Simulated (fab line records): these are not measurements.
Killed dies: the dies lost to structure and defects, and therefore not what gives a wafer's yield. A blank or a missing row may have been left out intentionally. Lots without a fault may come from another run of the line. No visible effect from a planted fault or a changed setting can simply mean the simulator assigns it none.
Split-lot study    flow berkeleyCmos170    on a route of 331 steps: 5 lots, 27 wafers read

THE SPLIT
At UCB170_V2_ETCH_14 (etches SiO2 in CHF3/CF4/Ar, stops on Al, target depth 1250 nm, time 291 s), the setting timeS was moved away from the recipe's 291 s on 12 of the 27 wafers read, by -58.4% to +45.5%. The other wafers ran this setting at the recipe's value.

BETWEEN THE SPLIT AND THE READING: the file shows 1 step in between
- UCB170_V2_STRIP_15: strips in O2

THE READING
cdNm (nm) at UCB170_V2_CD_MEAS_90, where the cd target is 700 nm. On this fab line, fault-free wafers typically give 700.1 nm with a standard deviation of 1.5 nm.

wafer   tool, chamber at the split  timeS as run, s  against the recipe  cdNm, nm  against lot-mates on the recipe
L076.1  rieDiel-04, 3               121.2            -58.4%              694.6     -5.7
L076.2  rieDiel-04, 1               121.2            -58.4%              694.5     -5.8
L076.3  rieDiel-04, 2               291              recipe              700.0     -
L076.4  rieDiel-04, 1               291              recipe              701.3     -
L076.5  rieDiel-04, 2               121.2            -58.4%              694.5     -5.8
L076.6  rieDiel-04, 3               291              recipe              699.6     -
L078.2  rieDiel-04, 3               291              recipe              699.1     -
L078.3  rieDiel-04, 0               291              recipe              698.9     -
L078.6  rieDiel-04, 0               291              recipe              697.4     -
L082.1  rieDiel-04, 0               208.5            -28.4%              694.9     -3.3
L082.2  rieDiel-04, 1               291              recipe              698.5     -
L082.3  rieDiel-04, 3               208.5            -28.4%              696.7     -1.5
L082.4  rieDiel-04, 3               208.5            -28.4%              696.9     -1.3
L082.5  rieDiel-04, 1               291              recipe              699.2     -
L082.6  rieDiel-04, 0               291              recipe              697.0     -
L084.1  rieDiel-01, 3               291              recipe              699.7     -
L084.2  rieDiel-01, 1               360              +23.7%              703.2     +3.8
L084.3  rieDiel-01, 2               291              recipe              699.4     -
L084.4  rieDiel-01, 0               360              +23.7%              700.4     +1.0
L084.5  rieDiel-01, 1               360              +23.7%              702.5     +3.1
L084.6  rieDiel-01, 0               291              recipe              699.0     -
L085.1  rieDiel-02, 0               291              recipe              699.1     -
L085.2  rieDiel-02, 3               423.5            +45.5%              703.6     +4.3
L085.3  rieDiel-02, 2               423.5            +45.5%              702.1     +2.8
L085.4  rieDiel-02, 1               291              recipe              698.7     -
L085.5  rieDiel-02, 1               423.5            +45.5%              702.2     +2.9
L085.6  rieDiel-02, 2               291              recipe              700.0     -

THE FIT
A straight line over all 27 wafers: cdNm changes by +0.0849 nm for each +1% of timeS; r = +0.92; the points scatter about the line by 1 nm.
The same after taking each lot's own level away (the mean of its wafers on the recipe; 27 wafers): +0.0893 nm for each +1%; r = +0.95; scatter 0.87 nm.
The reading moves by 5.2 nm for the largest change in timeS, on that fit.
Across the lots, their own levels run from 698.23 to 700.30 nm, a range of 1.4 times the standard deviation given above.
Hence the lot-to-lot level has little effect on the slope; both slopes agree.
Check: for one of the wafers moved furthest among these (-58.4%), held out of the fit, the line's prediction against its lot-mates is -5.13 nm. Against them it came out at -5.7 nm.

THE WHOLE CHAIN: every reading that the file lists as answering this split, in the file's order
step                  what it does                                                               reading                                                                   change (the file's fit)                                                              r (the file's)
UCB170_V2_ETCH_14     etches SiO2 in CHF3/CF4/Ar, stops on Al, target depth 1250 nm, time 291 s  V2.featureDepthNm (the simulator's own value, which no gauge read)        not straight: 524.3 at the lowest setting, 999.9 at the recipe, 1014 at the highest  not given
UCB170_V2_ETCH_14     etches SiO2 in CHF3/CF4/Ar, stops on Al, target depth 1250 nm, time 291 s  KrF_of_V2_COAT_07.thkNm (the simulator's own value, which no gauge read)  -2.76 nm for each +1% of the setting                                                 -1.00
UCB170_V2_STRIP_15    strips in O2                                                               stripTimeToEndpointS                                                      withheld for each +1% of the setting                                                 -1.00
UCB170_V2_CD_MEAS_90  target cd 700 nm                                                           cdNm                                                                      +0.0896 nm for each +1% of the setting                                               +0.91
UCB170_M3_PROBE_99                                                                               killed_at_M0_to_M3                                                        not straight: 263.3 at the lowest setting, 0.7 at the recipe, 0.7 at the highest     not given
UCB170_M3_PROBE_99                                                                               killedDies                                                                not straight: 264 at the lowest setting, 3.5 at the recipe, 3.7 at the highest       not given

FILE'S OWN FIT
cdNm changes by +0.0896 nm for each +1% of timeS, r = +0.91.
